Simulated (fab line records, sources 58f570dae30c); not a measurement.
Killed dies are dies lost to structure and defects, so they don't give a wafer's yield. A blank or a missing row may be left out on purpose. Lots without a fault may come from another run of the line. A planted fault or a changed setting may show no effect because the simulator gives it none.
Chamber matching | flow berkeley_cmos170 | UCB170_M1_ETCH_11 on rie_diel-04: 4 sister chambers
The step etches BARC in N2/H2. 4 wafers are shown with their chamber, then 7 later ones without.

WAFERS WITH THEIR CHAMBER
wafer  | chamber | drypump_motor_current_A (A)
L776.5 | 2       | 6.0
L778.2 | 1       | 5.6
L790.3 | 0       | 6.3
L790.5 | 3       | 5.7

WAFERS WITHOUT THEIR CHAMBER
wafer  | drypump_motor_current_A (A)
L790.6 | 6.3
L793.1 | 6.3
L793.2 | 6.0
L793.4 | 5.6
L794.1 | 5.6
L794.3 | 6.1
L794.6 | 5.7

WHICH CHAMBER EACH WENT THROUGH
wafer  | from the rows above | in truth
L790.6 | 0                   | 0
L793.1 | 0                   | 0
L793.2 | 2                   | 2
L793.4 | 1                   | 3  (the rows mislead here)
L794.1 | 1                   | 1
L794.3 | 2                   | 2
L794.6 | 3                   | 3
Placed correctly: 6 of 7. Can't be placed from these rows: 0. Placed wrongly: 1.
How it was worked out, from the rows above alone: a wafer's distance from a chamber is the root of the sum, over the readings, of the square of ((its reading less the chamber's mean) divided by the reading's scatter). The wafer belongs to the nearest chamber; if the next one is less than 2 further off, it can't be placed. A chamber's mean is the mean of its shown wafers. The scatter: with one shown wafer a chamber, the root of the mean of the squares of how far each hidden wafer lies from its nearest shown one.
